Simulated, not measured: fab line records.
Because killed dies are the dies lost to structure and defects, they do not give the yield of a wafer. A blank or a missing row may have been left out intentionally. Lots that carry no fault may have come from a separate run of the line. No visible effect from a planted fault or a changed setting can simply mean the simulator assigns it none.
What tool caused it?    flow rit_cmos    42 wafers from 14 lots sampled at 2 of the route's 202 steps

WHAT THE GAUGES READ, wafer by wafer
RIT_CONTACT_THK_MEAS_01.
lot   measured     on             CONTACT_TEOS_THK (nm)
L400  day 3 19:28  film_metro-01  399 407 403
L402  day 4 01:05  film_metro-03  401 397 405
L401  day 4 01:29  film_metro-03  392 400 405
L403  day 4 07:05  film_metro-03  400 399 402
L404  day 4 10:20  film_metro-02  393 392 402
L405  day 4 17:46  film_metro-02  395 402 401
L406  day 4 19:52  film_metro-01  399 410 402
L408  day 4 23:45  film_metro-01  396 396 406
L411  day 5 16:02  film_metro-03  395 400 449
L414  day 6 02:20  film_metro-03  392 441 397
L415  day 6 07:14  film_metro-03  401 397 405
L418  day 6 22:22  film_metro-03  394 404 402
L419  day 7 02:08  film_metro-02  394 400 404
L422  day 7 22:10  film_metro-01  394 400 403

WHAT TOOL EACH LOT RAN ON (gives the tool, then ch and the chambers of the sampled wafers, and finally the start)
lot   RIT_CONTACT_CVD_00
L400  pecvd-04 ch 0,1,2, day 3 19:23
L402  pecvd-02 ch 0,1,2, day 4 01:02
L401  pecvd-01 ch 0,1,2, day 4 01:25
L403  pecvd-04 ch 0,1,2, day 4 07:02
L404  pecvd-02 ch 0,1,2, day 4 10:17
L405  pecvd-01 ch 0,1, day 4 17:41
L406  pecvd-02 ch 0,2, day 4 19:49
L408  pecvd-04 ch 0,1,2, day 4 23:42
L411  pecvd-01 ch 0,1,2, day 5 15:58
L414  pecvd-01 ch 0,1,2, day 6 02:16
L415  pecvd-02 ch 0,1, day 6 07:10
L418  pecvd-02 ch 1,2, day 6 22:18
L419  pecvd-04 ch 0,1, day 7 02:05
L422  pecvd-04 ch 0,1,2, day 7 22:07
- RIT_CONTACT_CVD_00: deposits SiO2 from TEOS, target thk 400 nm, time 61 s.

AS READ BY THE TOOLS THEMSELVES (means over the sampled wafers that have a number; for cases with no such wafer, the mark the record gives instead)
RIT_CONTACT_CVD_00.
lot   tool      heater_power_w (W)  rf_fwd_power_W (W)
L400  pecvd-04  331                 394.9
L402  pecvd-02  349                 396.7
L401  pecvd-01  357                 395.5
L403  pecvd-04  299                 395.5
L404  pecvd-02  353                 396.3
L405  pecvd-01  390                 397.7
L406  pecvd-02  296                 396.7
L408  pecvd-04  342                 395.8
L411  pecvd-01  364                 450.1
L414  pecvd-01  333                 450.1
L415  pecvd-02  317                 397.1
L418  pecvd-02  376                 396.1
L419  pecvd-04  310                 396.8
L422  pecvd-04  334                 395.8

THE ANSWER, worked out from the rows above alone
Rule: what is usual is taken from the lots themselves. The widest of any qualifying gaps counts: lots, ordered by their means at a reading, are off when they make up no more than a third of the lots, leave a main group of 4 or more, and stand apart from it by 3 or more times the standard deviation of that group's means. Not used: any main group whose means are identical at the precision the tables above print for the reading. A lot without any number at a reading at which 4 lots or more have one is off too. All remaining lots with rows at the step are treated as sound. After the gauges, taken in route order, come the tools' own readings; for these a lot's mean is taken, as printed above. At the first step where some lot is off, the reading lying furthest off is the one used; lots without a number count as furthest.
Off: L411, L414, at RIT_CONTACT_THK_MEAS_01 (CONTACT_TEOS_THK). The main group: mean 400 nm, standard deviation 2.
If a tool, at a process step before that reading, ran all the lots that are off and no sound lot after the first of them, it fits. The gauges at RIT_CONTACT_THK_MEAS_01 aren't tried: what is off there is off at RIT_CONTACT_CVD_00 too, on other tools, and a gauge's error can't cause that. One fits: RIT_CONTACT_CVD_00 on pecvd-01. Its last sound lot is L405 (day 4 17:41), its first lot that is off L411 (day 5 15:58): a fault that began between those two fits.
The tool's own readings at RIT_CONTACT_CVD_00 bear it out: on the lots that are off they differ by more than 5 times the standard deviation of the sound lots' means. rf_fwd_power_W reads 450.1 W there against 396.2 W on the sound lots.

WHAT WAS PUT IN BY THE SIMULATOR
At RIT_CONTACT_CVD_00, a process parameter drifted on pecvd-01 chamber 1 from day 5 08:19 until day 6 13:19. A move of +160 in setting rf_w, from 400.
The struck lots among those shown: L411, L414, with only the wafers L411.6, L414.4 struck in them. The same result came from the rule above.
